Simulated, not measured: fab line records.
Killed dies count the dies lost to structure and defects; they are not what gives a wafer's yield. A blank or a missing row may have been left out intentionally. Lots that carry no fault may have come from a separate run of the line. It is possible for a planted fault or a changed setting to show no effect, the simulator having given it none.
The tool behind it: which one? / flow rit_cmos / Sampling: 12 lots, 36 wafers, 2 of 202 route steps

WHAT THE GAUGES SHOWED, per wafer
RIT_ACTIVE_CD_MEAS_11: the cd target is 1400 nm.
lot=L349; measured=day 1 14:42; on=cd_sem-01; cd_nm (nm)=1401.0 1401.4 1402.9
lot=L350; measured=day 1 20:03; on=cd_sem-02; cd_nm (nm)=1398.6 1400.9 1399.9
lot=L351; measured=day 2 01:55; on=cd_sem-01; cd_nm (nm)=1399.3 1397.8 1397.7
lot=L352; measured=day 2 05:42; on=cd_sem-01; cd_nm (nm)=1398.9 1397.2 1400.0
lot=L353; measured=day 2 15:19; on=cd_sem-01; cd_nm (nm)=1400.8 1400.7 1399.4
lot=L355; measured=day 2 21:18; on=cd_sem-01; cd_nm (nm)=1399.4 1402.1 1397.4
lot=L361; measured=day 4 04:41; on=cd_sem-02; cd_nm (nm)=1409.6 1406.0 1409.8 1409.5 1406.1 1409.6
lot=L362; measured=day 4 08:02; on=cd_sem-01; cd_nm (nm)=1406.1 1407.3 1407.2
lot=L363; measured=day 4 13:20; on=cd_sem-02; cd_nm (nm)=1398.6 1400.7 1399.6
lot=L367; measured=day 5 08:55; on=cd_sem-01; cd_nm (nm)=1404.7 1401.4 1402.8
lot=L368; measured=day 5 13:57; on=cd_sem-01; cd_nm (nm)=1402.8 1402.9 1401.5
lot=L371; measured=day 6 04:30; on=cd_sem-01; cd_nm (nm)=1402.5 1399.2 1399.7

WHAT TOOL EACH LOT RAN ON (gives the tool, then ch and the chambers of the sampled wafers, and finally the start)
lot=L349; RIT_ACTIVE_DEVELOP_10=litho_track-04 ch 0, day 1 14:00
lot=L350; RIT_ACTIVE_DEVELOP_10=litho_track-02 ch 0, day 1 19:00
lot=L351; RIT_ACTIVE_DEVELOP_10=litho_track-04 ch 0, day 2 01:00
lot=L352; RIT_ACTIVE_DEVELOP_10=litho_track-02 ch 0, day 2 05:00
lot=L353; RIT_ACTIVE_DEVELOP_10=litho_track-03 ch 0, day 2 15:00
lot=L355; RIT_ACTIVE_DEVELOP_10=litho_track-02 ch 0, day 2 21:00
lot=L361; RIT_ACTIVE_DEVELOP_10=litho_track-04 ch 0, day 4 04:00
lot=L362; RIT_ACTIVE_DEVELOP_10=litho_track-04 ch 0, day 4 07:00
lot=L363; RIT_ACTIVE_DEVELOP_10=litho_track-02 ch 0, day 4 13:00
lot=L367; RIT_ACTIVE_DEVELOP_10=litho_track-03 ch 0, day 5 08:00
lot=L368; RIT_ACTIVE_DEVELOP_10=litho_track-03 ch 0, day 5 13:00
lot=L371; RIT_ACTIVE_DEVELOP_10=litho_track-03 ch 0, day 6 04:00
- RIT_ACTIVE_DEVELOP_10: develop time 50 s.

WHAT THE TOOLS THEMSELVES READ (means of the sampled wafers that have a number; where no wafer has one, the mark that the record gives instead)
RIT_ACTIVE_DEVELOP_10.
lot=L349; tool=litho_track-04; chill_plate_temp_C (C)=23.00; developer_temp_C (C)=23.14
lot=L350; tool=litho_track-02; chill_plate_temp_C (C)=23.05; developer_temp_C (C)=22.95
lot=L351; tool=litho_track-04; chill_plate_temp_C (C)=23.01; developer_temp_C (C)=23.05
lot=L352; tool=litho_track-02; chill_plate_temp_C (C)=23.01; developer_temp_C (C)=23.05
lot=L353; tool=litho_track-03; chill_plate_temp_C (C)=22.95; developer_temp_C (C)=22.96
lot=L355; tool=litho_track-02; chill_plate_temp_C (C)=22.90; developer_temp_C (C)=23.00
lot=L361; tool=litho_track-04; chill_plate_temp_C (C)=22.98; developer_temp_C (C)=25.17
lot=L362; tool=litho_track-04; chill_plate_temp_C (C)=22.85; developer_temp_C (C)=25.36
lot=L363; tool=litho_track-02; chill_plate_temp_C (C)=23.10; developer_temp_C (C)=23.14
lot=L367; tool=litho_track-03; chill_plate_temp_C (C)=22.90; developer_temp_C (C)=23.08
lot=L368; tool=litho_track-03; chill_plate_temp_C (C)=23.02; developer_temp_C (C)=23.17
lot=L371; tool=litho_track-03; chill_plate_temp_C (C)=23.06; developer_temp_C (C)=22.80

THE ANSWER, worked out from the rows above alone
Rule: the usual values come from the lots themselves. The widest of any qualifying gaps counts: lots, ordered by their means at a reading, are off when they make up no more than a third of the lots, leave a main group of 4 or more, and stand apart from it by 3 or more times the standard deviation of that group's means. If all means in a main group match to the digits the tables above print for the reading, that group is not used. A lot without any number at a reading at which 4 lots or more have one is off too. Any other lot the step has rows for is counted as sound. After the gauges, taken in route order, come the tools' own readings; for these a lot's mean is taken, as printed above. At the first step where some lot is off, the reading lying furthest off is the one used; lots without a number count as furthest.
Off, at RIT_ACTIVE_DEVELOP_10 on developer_temp_C: L361, L362. For the main group the mean is 23.03 C and the standard deviation 0.11.
If a tool, at that step or one of the process steps before it, ran each lot that is off and ran no sound lot following the first of them, it fits. One fits: RIT_ACTIVE_DEVELOP_10 on litho_track-04. A fault onset in the window from L351 (day 2 01:00, its last sound lot) to L361 (day 4 04:00, its first lot off) fits.
The tool's own readings at RIT_ACTIVE_DEVELOP_10 bear it out: on the lots that are off they differ by more than 5 times the standard deviation of the sound lots' means. developer_temp_C reads 25.27 C there against 23.03 C on the sound lots.

WHAT HAD BEEN PUT IN BY THE SIMULATOR
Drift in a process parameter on litho_track-04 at RIT_ACTIVE_DEVELOP_10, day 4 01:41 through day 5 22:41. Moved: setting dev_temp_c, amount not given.
Lots struck among those shown: L361, L362. The rule given above showed the same thing.
